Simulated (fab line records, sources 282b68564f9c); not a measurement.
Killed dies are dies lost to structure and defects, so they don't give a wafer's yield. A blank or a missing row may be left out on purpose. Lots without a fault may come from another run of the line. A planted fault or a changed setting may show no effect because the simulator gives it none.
Tool commonality check | flow rit_cmos | 14 lots, 48 wafers sampled

WHY IT WAS OPENED
At RIT_ACTIVE_THK_MEAS_04 the reading ACTIVE_NITRIDE_THK is flagged on 2 of 14 lots. Wafers without a fault read 150.4 nm, standard deviation 1.4.
Rule: a lot is flagged when every wafer of it that has a number lies more than 4 standard deviations from that mean, or none has a number. The other lots count as sound.

lot  | measured    | on            | ACTIVE_NITRIDE_THK (nm), wafer by wafer | flag
L273 | day 1 14:27 | film_metro-03 | 149.4 151.2 151.4                       |
L274 | day 1 19:38 | film_metro-03 | 151.8 152.9 153.6                       |
L275 | day 2 00:21 | film_metro-04 | 150.9 152.0 150.3                       |
L276 | day 2 06:18 | film_metro-03 | 152.8 152.4 152.9                       |
L277 | day 2 09:42 | film_metro-02 | 149.9 148.6 149.7                       |
L279 | day 2 22:34 | film_metro-02 | 150.8 150.4 150.4                       |
L280 | day 3 00:35 | film_metro-03 | 151.0 152.4 151.9                       |
L281 | day 3 05:32 | film_metro-04 | 150.1 150.1 150.2                       |
L282 | day 3 12:05 | film_metro-04 | 149.3 149.0 148.9                       |
L284 | day 3 22:05 | film_metro-04 | 151.4 152.5 150.4                       |
L285 | day 4 01:32 | film_metro-02 | 149.2 149.0 147.8                       |
L287 | day 4 12:18 | film_metro-04 | 131.9 131.3 131.7 131.9 131.2 131.8     | FLAGGED
L292 | day 5 15:05 | film_metro-04 | 131.0 131.5 130.0 131.0 131.5 129.9     | FLAGGED
L296 | day 6 09:35 | film_metro-04 | 150.9 150.1 149.3                       |
The numbers of the flagged lots are 131.2 nm on average: -19.2 nm against the usual, or -14 standard deviations.

WHICH TOOL RAN EACH LOT
The record holds 1 process step before the reading, out of a route of 202 steps. In each cell: the tool, then ch and the chambers that the sampled wafers went through, then the start.
lot  | flag    | RIT_ACTIVE_CVD_03
L273 |         | lpcvd-02 ch 0, day 1 13:02
L274 |         | lpcvd-01 ch 0, day 1 18:13
L275 |         | lpcvd-02 ch 1, day 1 22:56
L276 |         | lpcvd-01 ch 0, day 2 04:53
L277 |         | lpcvd-01 ch 1, day 2 08:16
L279 |         | lpcvd-02 ch 1, day 2 21:09
L280 |         | lpcvd-01 ch 0, day 2 23:10
L281 |         | lpcvd-01 ch 1, day 3 04:07
L282 |         | lpcvd-02 ch 1, day 3 10:39
L284 |         | lpcvd-01 ch 0, day 3 20:40
L285 |         | lpcvd-02 ch 0, day 4 00:07
L287 | FLAGGED | lpcvd-02 ch 0, day 4 10:52
L292 | FLAGGED | lpcvd-02 ch 0, day 5 13:41
L296 |         | lpcvd-01 ch 1, day 6 08:10
What these steps do:
- RIT_ACTIVE_CVD_03: deposits Si3N4 from SiH2Cl2/NH3, target thk 150 nm, time 1500 s.
- RIT_ACTIVE_THK_MEAS_04

FLAGGED OVER TOTAL, TOOL BY TOOL (the gauges that took the reading come last)
step                   | tool          | lots run | flagged | share of the flagged lots | sound lots run after its first flagged lot
RIT_ACTIVE_CVD_03      | lpcvd-01      | 7        | 0       | none                      | -
RIT_ACTIVE_CVD_03      | lpcvd-02      | 7        | 2       | all                       | 0
RIT_ACTIVE_THK_MEAS_04 | film_metro-02 | 3        | 0       | none                      | -
RIT_ACTIVE_THK_MEAS_04 | film_metro-03 | 4        | 0       | none                      | -
RIT_ACTIVE_THK_MEAS_04 | film_metro-04 | 7        | 2       | all                       | 1 (L296)

WHAT THE TABLE ALLOWS
2 rows of the table ran every flagged lot: lpcvd-02 at RIT_ACTIVE_CVD_03, film_metro-04 at RIT_ACTIVE_THK_MEAS_04.
- lpcvd-02 at RIT_ACTIVE_CVD_03: 2 of its 7 lots flagged. Its last sound lot is L285 (day 4 00:07), its first flagged lot L287 (day 4 10:52): a fault that began between those two fits.
- film_metro-04 at RIT_ACTIVE_THK_MEAS_04: 2 of its 7 lots flagged. Sound lots ran on it after the first flagged one (L296), which a lasting fault on the whole tool wouldn't allow.
One tool is left: lpcvd-02 at RIT_ACTIVE_CVD_03.

WHAT THE SIMULATOR HAD PUT IN
Site profile drift: lpcvd-02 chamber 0, from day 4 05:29 on, at RIT_ACTIVE_CVD_03. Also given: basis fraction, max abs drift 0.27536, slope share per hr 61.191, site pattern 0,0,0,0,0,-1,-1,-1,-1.
Lots struck among those shown: L287, L292. The rule above found the same.
